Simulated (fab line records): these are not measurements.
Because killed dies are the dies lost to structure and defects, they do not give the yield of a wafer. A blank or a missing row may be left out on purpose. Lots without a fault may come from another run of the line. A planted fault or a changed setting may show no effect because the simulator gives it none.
fab line records    flow rit-cmos
[record] lots = 13  wafers = 39  last-day = 7
route steps=202 shown PLDD@123 CONTACT@180 M1@184
lots that met no fault: from a run of the same line without faults
start-h: hours from the record's first day to the start of the lot's first wafer shown    wait-h: time in hours since the lot's previous step    " identical to the entry in the row above    L1.1+2: one row covering several wafers at once    - no value present, or no start provided    * or withheld: withheld    < > ~ a bound
route shown NAME@n: names a module that has steps shown in the file, with the first one's number in the route    usual: average and standard deviation across the fault-free wafers    same: alike in all rows    chamber/n: place in a boat    sites: the reading at each site    _std_site: standard deviation across them    _edge_site: inner sites' mean taken away from outer sites' mean    radius-mm: how far each site lies from the wafer's centre    mask NAME#n: copy n    behind: tool/chamber where the wafer was last shaped    hold: why the lot was held/for how many hours/how that ended    device: the transistor (n, p or np) that didn't switch    end of line: tests of these same wafers at the route's end    for a step that has no rows: nothing shown but its recipe    killed: dies that structure and defects cost at the first sort, which is not the same as the wafer's yield    map: shows each die of a wafer: x if killed, . if not, _ if none is there
set.NAME: the setting the step ran with; set.NAME@STEP: the setting that earlier step ran with    model.NAME: the simulator's own value behind a step, which no gauge read
route steps across a sampled set of lots; one table per step, one row per wafer
services: the hour from which a tool's chamber was out of use, counted from the record's first day as start-h (under 0 if before that day), plus the number of hours and why
[[steps]]
[step RIT_PLDD_STRIP_09]
[recipe] chemistry = O2  time-s = 180  resist = NOVOLAK  platen-temp-c = withheld  power-w = 500  pressure-mtorr = 4000  o2-flow-sccm = 4000
[usual] drypump-motor-current-A = 5.6/0.46  o2-flow-sccm = 4002/12
lot.wafer  tool             chamber  start-h  wait-h  drypump-motor-current-A  o2-flow-sccm  rf-hours-counter-h
L294.1     plasma-asher-03  1        52.83    0.1     5.8                      4009          39
L294.2     "                0        "        "       6.0                      4000          39
L294.6     "                0        "        "       6.0                      4011          -
L295.2     plasma-asher-02  1        55.03    0.1     5.8                      4012          43
L295.3     "                1        "        "       5.8                      4015          -
L295.4     "                0        "        "       5.9                      4001          -
L297.1     plasma-asher-01  0        63.13    0.1     4.6                      4002          41
L297.3     "                0        "        "       4.6                      4002          -
L297.4     "                1        "        "       5.2                      4000          -
L303.1     plasma-asher-01  1        92.40    0.1     5.2                      4013          45
L303.2     "                0        "        "       4.7                      4002          45
L303.6     "                0        "        "       4.7                      4003          -
L305.1     plasma-asher-01  1        102.75   0.1     5.2                      4000          46
L305.5     "                1        "        "       5.2                      4031          -
L305.6     "                0        "        "       4.7                      4000          -
L306.2     plasma-asher-01  0        110.60   0.1     4.7                      4003          47
L306.4     "                1        "        "       5.2                      4008          -
L306.5     "                0        "        "       4.7                      4017          -
L307.1     plasma-asher-03  0        115.56   0.1     5.9                      3981          46
L307.3     "                0        "        "       5.9                      3983          -
L307.6     "                1        "        "       5.8                      4011          -
L308.1     plasma-asher-01  0        118.46   0.1     4.7                      3999          48
L308.4     "                1        "        "       5.2                      4008          -
L308.6     "                0        "        "       4.7                      4003          -
L309.1     plasma-asher-03  0        124.10   0.1     5.9                      3989          47
L309.3     "                0        "        "       5.9                      3988          -
L309.6     "                1        "        "       5.8                      4003          -
L310.1     plasma-asher-03  0        129.82   0.1     5.9                      3987          47
L310.2     "                1        "        "       5.9                      4010          47
L310.6     "                1        "        "       5.8                      4021          -
L311.2     plasma-asher-02  0        133.56   0.1     5.9                      3993          2
L311.4     "                0        "        "       5.9                      3991          -
L311.5     "                1        "        "       5.8                      3996          -
L312.1     plasma-asher-02  1        139.54   0.1     5.8                      4000          3
L312.2     "                0        "        "       5.9                      3995          3
L312.4     "                0        "        "       5.9                      3989          -
L316.2     plasma-asher-03  0        158.71   0.1     5.9                      4017          50
L316.4     "                1        "        "       5.8                      3974          -
L316.6     "                0        "        "       6.0                      4005          -
[step RIT_CONTACT_STRIP_12]
[recipe] chemistry = O2  time-s = 180  resist = NOVOLAK  platen-temp-c = withheld  power-w = 500  pressure-mtorr = 4000  o2-flow-sccm = 4000
[usual] drypump-motor-current-A = 5.4/0.47  o2-flow-sccm = 4000/11
lot.wafer  tool             chamber  start-h  wait-h  drypump-motor-current-A  o2-flow-sccm  rf-hours-counter-h
L294.1     plasma-asher-02  0        61.42    0.1     5.9                      3997          43
L294.2     "                1        "        "       5.9                      3993          43
L294.6     "                1        "        "       5.8                      4013          -
L295.2     plasma-asher-02  0        64.12    0.1     5.9                      3986          44
L295.3     "                0        "        "       5.9                      3976          -
L295.4     "                1        "        "       5.9                      3989          -
L297.1     plasma-asher-02  1        72.04    0.1     5.8                      4013          45
L297.3     "                0        "        "       5.9                      3990          -
L297.4     "                1        "        "       5.8                      4013          -
L303.1     plasma-asher-01  0        101.21   0.1     4.6                      3982          45
L303.2     "                1        "        "       5.2                      4004          45
L303.6     "                0        "        "       4.6                      3982          -
L305.1     plasma-asher-01  0        111.66   0.1     4.6                      3995          47
L305.5     "                1        "        "       5.2                      3999          -
L305.6     "                0        "        "       4.7                      3988          -
L306.2     plasma-asher-04  0        119.66   0.1     5.3                      4006          33
L306.4     "                0        "        "       5.3                      3987          -
L306.5     "                0        "        "       5.3                      4001          -
L307.1     plasma-asher-01  0        124.54   0.1     4.7                      3995          48
L307.3     "                0        "        "       4.7                      4010          -
L307.6     "                0        "        "       4.7                      4004          -
L308.1     plasma-asher-01  1        127.19   0.1     5.2                      3989          48
L308.4     "                1        "        "       5.2                      4014          -
L308.6     "                0        "        "       4.7                      4002          -
L309.1     plasma-asher-01  1        133.45   0.1     5.2                      3997          49
L309.3     "                1        "        "       5.2                      4021          -
L309.6     "                1        "        "       5.2                      4014          -
L310.1     plasma-asher-02  0        138.81   0.1     5.9                      3990          2
L310.2     "                1        "        "       5.8                      4011          2
L310.6     "                1        "        "       5.9                      3988          -
L311.2     plasma-asher-02  0        142.71   0.1     5.9                      4023          3
L311.4     "                1        "        "       5.9                      3994          -
L311.5     "                1        "        "       5.9                      3986          -
L312.1     plasma-asher-02  0        148.39   0.1     5.9                      4005          3
L312.2     "                1        "        "       5.8                      3984          3
L312.4     "                0        "        "       5.9                      3994          -
L316.2     plasma-asher-02  1        167.69   0.1     5.8                      4014          6
L316.4     "                1        "        "       5.8                      3995          -
L316.6     "                0        "        "       5.9                      4014          -
[step RIT_M1_SPUTTER_00]
[recipe] material = Al  target-thk-nm = 400  power-w = 2000  chamber-pressure-pa = 0.4  gas = Ar  time-s = 500  substrate-temp-c = 25
[usual] throttle-valve-pct = 29.9/0.81
lot.wafer  tool            chamber  start-h  wait-h  throttle-valve-pct
L294.1     pvd-sputter-02  -        62.07    0.0     31.3
L294.2     "               -        "        "       33.8
L294.6     "               -        "        "       31.4
L295.2     pvd-sputter-01  -        64.80    0.0     29.3
L295.3     "               -        "        "       31.3
L295.4     "               -        "        "       29.3
L297.1     pvd-sputter-01  -        72.70    0.0     29.5
L297.3     "               -        "        "       31.3
L297.4     "               -        "        "       29.6
L303.1     pvd-sputter-01  -        101.87   0.0     29.3
L303.2     "               -        "        "       31.4
L303.6     "               -        "        "       29.8
L305.1     pvd-sputter-02  -        112.34   0.0     30.8
L305.5     "               -        "        "       30.9
L305.6     "               -        "        "       31.3
L306.2     pvd-sputter-04  -        120.32   0.0     29.9
L306.4     "               -        "        "       29.4
L306.5     "               -        "        "       29.3
L307.1     pvd-sputter-01  -        125.20   0.0     31.4
L307.3     "               -        "        "       29.7
L307.6     "               -        "        "       29.8
L308.1     pvd-sputter-04  -        127.85   0.0     29.6
L308.4     "               -        "        "       29.7
L308.6     "               -        "        "       29.5
L309.1     pvd-sputter-01  -        134.32   0.0     29.5
L309.3     "               -        "        "       29.3
L309.6     "               -        "        "       29.5
L310.1     pvd-sputter-04  -        139.47   0.0     29.7
L310.2     "               -        "        "       29.4
L310.6     "               -        "        "       29.4
L311.2     pvd-sputter-01  -        143.36   0.0     29.9
L311.4     "               -        "        "       29.2
L311.5     "               -        "        "       31.2
L312.1     pvd-sputter-04  -        149.06   0.0     29.8
L312.2     "               -        "        "       29.6
L312.4     "               -        "        "       29.8
L316.2     pvd-sputter-04  -        168.36   0.0     29.2
L316.4     "               -        "        "       29.7
L316.6     "               -        "        "       29.3
[step RIT_M1_STRIP_13]
[recipe] chemistry = nmp  resist = NOVOLAK  temp-c = 80  time-s = 600  dry = n2-spin
[usual] bath-heat-duty-pct = 17.5/1.5
lot.wafer  tool          chamber  start-h  wait-h  bath-heat-duty-pct
L294.1     wet-bench-04  2        64.11    0.1     16.9
L294.2     "             2        "        "       17.5
L294.6     "             2        "        "       19.1
L295.2     wet-bench-02  1        66.85    0.1     17.1
L295.3     "             1        "        "       16.7
L295.4     "             1        "        "       17.2
L297.1     wet-bench-01  3        74.62    0.1     16.5
L297.3     "             3        "        "       15.6
L297.4     "             3        "        "       14.9
L303.1     wet-bench-04  0        103.79   0.1     16.9
L303.2     "             0        "        "       18.7
L303.6     "             0        "        "       18.8
L305.1     wet-bench-02  1        114.39   0.1     17.4
L305.5     "             1        "        "       15.4
L305.6     "             1        "        "       16.3
L306.2     wet-bench-02  0        122.52   0.1     18.5
L306.4     "             0        "        "       18.8
L306.5     "             0        "        "       19.1
L307.1     wet-bench-04  2        127.25   0.1     19.6
L307.3     "             2        "        "       18.0
L307.6     "             2        "        "       18.0
L308.1     wet-bench-02  2        129.77   0.1     16.7
L308.4     "             2        "        "       16.8
L308.6     "             2        "        "       16.8
L309.1     wet-bench-02  1        136.24   0.1     17.0
L309.3     "             1        "        "       16.1
L309.6     "             1        "        "       15.9
L310.1     wet-bench-02  2        141.54   0.1     17.5
L310.2     "             2        "        "       18.5
L310.6     "             2        "        "       17.0
L311.2     wet-bench-01  2        145.28   0.1     16.8
L311.4     "             2        "        "       17.1
L311.5     "             2        "        "       18.1
L312.1     wet-bench-02  1        151.10   0.1     16.1
L312.2     "             1        "        "       16.2
L312.4     "             1        "        "       16.6
L316.2     wet-bench-02  0        170.36   0.1     16.9
L316.4     "             0        "        "       18.0
L316.6     "             0        "        "       18.5
[step RIT_M1_PROBE_99]
[usual] defect-limited-yield = 97.6/1.2  killed_at_M0_to_M3 = 0.0/0.083  killed-at-contacts = 0.0/0.18  killed-at-front-end = 6/3.1  killed-dies = 6/3.1  killed-on-rim = 1.7/1.5  killed-open = 3.4/1.9  killed-short = 3.1/2  sort_bin_3_pad_short = 0.1/0.22  sort_bin_5_function = 1.4/0.87  sort_bin_6_memory = 0.9/0.63  sort-n-pass = 258/3.1  sort-yield-pct = 97.6/1.2
[same] gross-dies = 264  killed_at_M4_up = 0  killed-at-back-side = 0  killed-at-other = 0
lot.wafer  tool       chamber  start-h  wait-h  hold                      defect-limited-yield[%]  killed_at_M0_to_M3  killed-at-contacts  killed-at-front-end  killed-dies  killed-on-rim  killed-open  killed-short  sort_bin_3_pad_short[%]  sort_bin_5_function[%]  sort_bin_6_memory[%]  sort-n-pass  sort-yield-pct[%]
L294.1     prober-01  -        66.20    0.1     -                         97.0                     0                   0                   8                    8            4              2            6             0.4                      1.1                     1.5                   256          97.0
L294.2     prober-01  -        66.25    0.1     -                         97.0                     0                   0                   8                    8            2              3            5             0                        1.9                     1.1                   256          97.0
L294.6     prober-01  -        66.45    0.2     -                         99.2                     0                   0                   2                    2            0              2            0             0                        0.8                     0                     262          99.2
L295.2     prober-02  -        70.20    0.1     -                         98.9                     0                   0                   3                    3            0              2            1             0                        0.4                     0.8                   261          98.9
L295.3     prober-02  -        70.25    0.2     -                         99.2                     0                   0                   2                    2            0              0            2             0                        0.4                     0.4                   262          99.2
L295.4     prober-02  -        70.30    0.2     -                         96.6                     0                   0                   9                    9            4              5            4             0.4                      2.3                     0.8                   255          96.6
L297.1     prober-01  -        76.78    0.1     -                         98.9                     0                   0                   3                    3            2              2            1             0                        0.8                     0.4                   261          98.9
L297.3     prober-01  -        76.88    0.2     -                         99.2                     0                   0                   2                    2            0              0            2             0                        0.4                     0.4                   262          99.2
L297.4     prober-01  -        76.93    0.2     -                         99.2                     0                   0                   2                    2            0              2            0             0                        0.8                     0                     262          99.2
L303.1     prober-01  -        106.25   0.1     await-dispo/4.4h/release  88.3                     26                  0                   5                    31           9              2            3             1.9                      7.2                     2.7                   233          88.3
L303.2     prober-01  -        106.30   0.1     await-dispo/4.4h/release  86.0                     29                  0                   8                    37           8              5            3             2.3                      10.2                    1.5                   227          86.0
L303.6     prober-01  -        106.50   0.2     await-dispo/4.4h/release  87.1                     26                  0                   8                    34           7              5            3             2.7                      8.7                     1.5                   230          87.1
L305.1     prober-01  -        116.50   0.1     -                         96.2                     0                   0                   10                   10           4              6            4             0                        2.7                     1.1                   254          96.2
L305.5     prober-01  -        116.70   0.2     -                         96.6                     0                   0                   9                    9            3              3            6             0                        1.9                     1.5                   255          96.6
L305.6     prober-01  -        116.75   0.2     -                         97.0                     0                   0                   8                    8            1              3            5             0                        1.5                     1.5                   256          97.0
L306.2     prober-02  -        124.69   0.1     -                         95.8                     0                   0                   11                   11           3              5            6             0.4                      2.3                     1.5                   253          95.8
L306.4     prober-02  -        124.79   0.2     -                         97.7                     0                   0                   6                    6            2              4            2             0                        0.4                     1.9                   258          97.7
L306.5     prober-02  -        124.84   0.2     -                         98.1                     0                   0                   5                    5            2              3            2             0.4                      0.8                     0.8                   259          98.1
L307.1     prober-01  -        129.34   0.1     -                         96.2                     0                   0                   10                   10           4              5            5             0                        1.9                     1.9                   254          96.2
L307.3     prober-01  -        129.44   0.2     -                         95.5                     0                   0                   12                   12           2              7            5             0                        1.1                     3.4                   252          95.5
L307.6     prober-01  -        129.59   0.2     -                         95.5                     0                   0                   12                   12           2              8            4             0                        3.0                     1.5                   252          95.5
L308.1     prober-02  -        131.90   0.1     -                         97.7                     0                   1                   5                    6            2              4            2             0                        1.5                     0.8                   258          97.7
L308.4     prober-02  -        132.05   0.2     -                         98.1                     0                   0                   5                    5            4              3            2             0                        1.1                     0.8                   259          98.1
L308.6     prober-02  -        132.15   0.2     -                         98.1                     0                   0                   5                    5            0              2            3             0                        0.8                     1.1                   259          98.1
L309.1     prober-01  -        138.33   0.1     -                         98.1                     0                   0                   5                    5            2              4            1             0                        1.5                     0.4                   259          98.1
L309.3     prober-01  -        138.43   0.2     -                         97.7                     0                   0                   6                    6            2              4            2             0                        0.8                     1.5                   258          97.7
L309.6     prober-01  -        138.58   0.2     -                         97.7                     0                   0                   6                    6            1              4            2             0                        1.9                     0.4                   258          97.7
L310.1     prober-02  -        143.63   0.1     -                         97.7                     0                   0                   6                    6            3              5            1             0                        0.8                     1.5                   258          97.7
L310.2     prober-02  -        143.68   0.1     -                         98.5                     0                   0                   4                    4            1              3            1             0                        1.1                     0.4                   260          98.5
L310.6     prober-02  -        143.88   0.2     -                         99.2                     0                   0                   2                    2            0              0            2             0                        0                       0.8                   262          99.2
L311.2     prober-01  -        147.88   0.1     -                         97.7                     0                   0                   6                    6            2              3            3             0                        1.9                     0.4                   258          97.7
L311.4     prober-01  -        147.98   0.2     -                         95.8                     0                   0                   11                   11           5              6            5             0.4                      1.5                     2.3                   253          95.8
L311.5     prober-01  -        148.03   0.2     -                         98.5                     0                   0                   4                    4            1              3            1             0                        0.4                     1.1                   260          98.5
L312.1     prober-02  -        153.19   0.1     -                         98.9                     0                   0                   3                    3            0              2            1             0                        1.1                     0                     261          98.9
L312.2     prober-02  -        153.24   0.1     -                         98.9                     0                   0                   3                    3            0              2            1             0                        0                       1.1                   261          98.9
L312.4     prober-02  -        153.34   0.2     -                         97.7                     0                   0                   6                    6            1              3            3             0.4                      1.5                     0.4                   258          97.7
L316.2     prober-02  -        172.68   0.1     -                         100.0                    0                   0                   0                    0            0              0            0             0                        0                       0                     264          100.0
L316.4     prober-02  -        172.78   0.2     -                         98.9                     0                   0                   3                    3            1              1            2             0                        0.8                     0.4                   261          98.9
L316.6     prober-02  -        172.88   0.2     -                         98.5                     0                   0                   4                    4            1              2            2             0                        0.8                     0.8                   260          98.5
// killed by level:class
L294.1 FOX1:geometric-particle:short=2 GATE:geometric-particle:open=2 GATE:geometric-particle:short=2 REOX:geometric-particle:short=1 SPACER:geometric-particle:short=1
L294.2 GATE:geometric-particle:short=2 FOX2:geometric-particle:short=1 GATE:geometric-particle:open=1 REOX:geometric-particle:open=1 REOX:geometric-particle:short=1 SPACER:geometric-particle:open=1 SILICIDE:geometric-particle:short=1
L294.6 GATE:geometric-particle:open=2
L295.2 GATE:geometric-particle:open=1 REOX:geometric-particle:short=1 SILICIDE:geometric-particle:open=1
L295.3 GATE:geometric-particle:short=1 REOX:geometric-particle:short=1
L295.4 FOX2:geometric-particle:open=3 GATE:geometric-particle:short=1 REOX:geometric-particle:open=1 REOX:geometric-particle:short=1 SPACER:geometric-particle:short=1 SILICIDE:geometric-particle:open=1 SILICIDE:geometric-particle:short=1
L297.1 GATE:geometric-particle:open=1 GATE:geometric-particle:short=1 SILICIDE:geometric-particle:open=1
L297.3 FOX1:geometric-particle:short=1 SILICIDE:geometric-particle:short=1
L297.4 REOX:geometric-particle:open=2
L303.1 M1:unspecified=26 FOX1:geometric-particle:short=2 FOX1:geometric-particle:open=1 GATE:geometric-particle:open=1 SPACER:geometric-particle:short=1
L303.2 M1:unspecified=29 GATE:geometric-particle:open=2 GATE:geometric-particle:short=2 SILICIDE:geometric-particle:open=2 FOX1:geometric-particle:open=1 SILICIDE:geometric-particle:short=1
L303.6 M1:unspecified=26 GATE:geometric-particle:short=3 GATE:geometric-particle:open=3 FOX1:geometric-particle:open=1 SPACER:geometric-particle:open=1
L305.1 FOX1:geometric-particle:short=2 FOX1:geometric-particle:open=2 GATE:geometric-particle:short=2 FOX2:geometric-particle:open=1 GATE:geometric-particle:open=1 REOX:geometric-particle:open=1 SPACER:geometric-particle:open=1
L305.5 GATE:geometric-particle:short=3 SPACER:geometric-particle:open=3 FOX1:geometric-particle:short=1 FOX2:geometric-particle:short=1 REOX:geometric-particle:short=1
L305.6 GATE:geometric-particle:short=2 SPACER:geometric-particle:short=2 FOX1:geometric-particle:open=1 FOX1:geometric-particle:short=1 SPACER:geometric-particle:open=1 SILICIDE:geometric-particle:open=1
L306.2 GATE:geometric-particle:short=3 GATE:geometric-particle:open=2 SILICIDE:geometric-particle:open=2 FOX2:geometric-particle:open=1 FOX2:geometric-particle:short=1 SPACER:geometric-particle:short=1 SILICIDE:geometric-particle:short=1
L306.4 GATE:geometric-particle:open=3 GATE:geometric-particle:short=2 FOX2:geometric-particle:open=1
L306.5 GATE:geometric-particle:open=2 FOX2:geometric-particle:short=1 REOX:geometric-particle:open=1 SPACER:geometric-particle:short=1
L307.1 SPACER:geometric-particle:open=3 GATE:geometric-particle:short=2 REOX:geometric-particle:short=2 FOX2:geometric-particle:open=1 GATE:geometric-particle:open=1 SPACER:geometric-particle:short=1
L307.3 GATE:geometric-particle:short=2 GATE:geometric-particle:open=2 REOX:geometric-particle:open=2 SPACER:geometric-particle:short=2 FOX2:geometric-particle:open=1 REOX:geometric-particle:short=1 SPACER:geometric-particle:open=1 SILICIDE:geometric-particle:open=1
L307.6 REOX:geometric-particle:open=6 REOX:geometric-particle:short=2 SILICIDE:geometric-particle:open=2 GATE:geometric-particle:short=1 SPACER:geometric-particle:short=1
L308.1 FOX1:geometric-particle:short=2 GATE:geometric-particle:open=2 REOX:geometric-particle:open=1 CONTACT:geometric-particle:open=1
L308.4 SPACER:geometric-particle:open=2 FOX2:geometric-particle:short=1 GATE:geometric-particle:open=1 SPACER:geometric-particle:short=1
L308.6 FOX1:geometric-particle:short=1 FOX1:geometric-particle:open=1 FOX2:geometric-particle:short=1 GATE:geometric-particle:short=1 SPACER:geometric-particle:open=1
L309.1 GATE:geometric-particle:open=1 REOX:geometric-particle:open=1 SPACER:geometric-particle:open=1 SILICIDE:geometric-particle:open=1 SILICIDE:geometric-particle:short=1
L309.3 SILICIDE:geometric-particle:open=2 FOX2:geometric-particle:open=1 GATE:geometric-particle:open=1 GATE:geometric-particle:short=1 REOX:geometric-particle:short=1
L309.6 SPACER:geometric-particle:open=2 FOX1:geometric-particle:open=1 GATE:geometric-particle:open=1 REOX:geometric-particle:short=1 SILICIDE:geometric-particle:short=1
L310.1 SILICIDE:geometric-particle:open=3 FOX1:geometric-particle:open=1 GATE:geometric-particle:open=1 REOX:geometric-particle:short=1
L310.2 FOX1:geometric-particle:short=1 FOX1:geometric-particle:open=1 GATE:geometric-particle:open=1 SPACER:geometric-particle:open=1
L310.6 REOX:geometric-particle:short=1 SILICIDE:geometric-particle:short=1
L311.2 REOX:geometric-particle:short=2 FOX1:geometric-particle:open=1 GATE:geometric-particle:open=1 SPACER:geometric-particle:open=1 SILICIDE:geometric-particle:short=1
L311.4 GATE:geometric-particle:open=3 GATE:geometric-particle:short=2 FOX1:geometric-particle:short=1 FOX1:geometric-particle:open=1 REOX:geometric-particle:short=1 SPACER:geometric-particle:open=1 SILICIDE:geometric-particle:short=1 SILICIDE:geometric-particle:open=1
L311.5 REOX:geometric-particle:open=1 SPACER:geometric-particle:short=1 SPACER:geometric-particle:open=1 SILICIDE:geometric-particle:open=1
L312.1 FOX2:geometric-particle:short=1 SPACER:geometric-particle:open=1 SILICIDE:geometric-particle:open=1
L312.2 GATE:geometric-particle:open=2 SILICIDE:geometric-particle:short=1
L312.4 SILICIDE:geometric-particle:open=3 SPACER:geometric-particle:short=2 FOX2:geometric-particle:short=1
L316.4 GATE:geometric-particle:short=2 REOX:geometric-particle:open=1
L316.6 GATE:geometric-particle:short=1 GATE:geometric-particle:open=1 REOX:geometric-particle:open=1 REOX:geometric-particle:short=1
[[services]]
tool             chamber  start-h  hours  kind
pvd-sputter-02   -        85.36    5.3    repair
wet-bench-01     -        102.85   3.5    repair
pvd-sputter-02   -        103.14   8.6    repair
plasma-asher-02  -        108.75   9.0    pm
plasma-asher-02  0        108.75   9.0    vent-cycle
plasma-asher-02  1        108.75   9.0    vent-cycle
plasma-asher-02  0        117.75   -      clean
plasma-asher-02  1        117.75   -      clean
pvd-sputter-01   -        146.28   5.6    repair
[[key]]
[first-sign] step = RIT_M1_PROBE_99  reading = killed_at_M0_to_M3  direction = up  sigmas = 27  usual = 0.0  struck = 27
[effect] step = RIT_M1_PROBE_99  reading = defect-limited-yield  direction = down  sigmas = 8.8  usual = 97.6  struck = 87.1
met-at RIT_M1_STRIP_13
struck-lots L303
struck-wafers L303.1,L303.2,L303.6
not-acting-at RIT_PLDD_STRIP_09,RIT_CONTACT_STRIP_12,RIT_M1_SPUTTER_00
[fault] kind = chamber-particle-source  tool = wet-bench-04  chamber = 0  onset-h = 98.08  steps = RIT_M1_STRIP_13  rate-per-visit-cm2 = 0.98348  end-h = 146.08
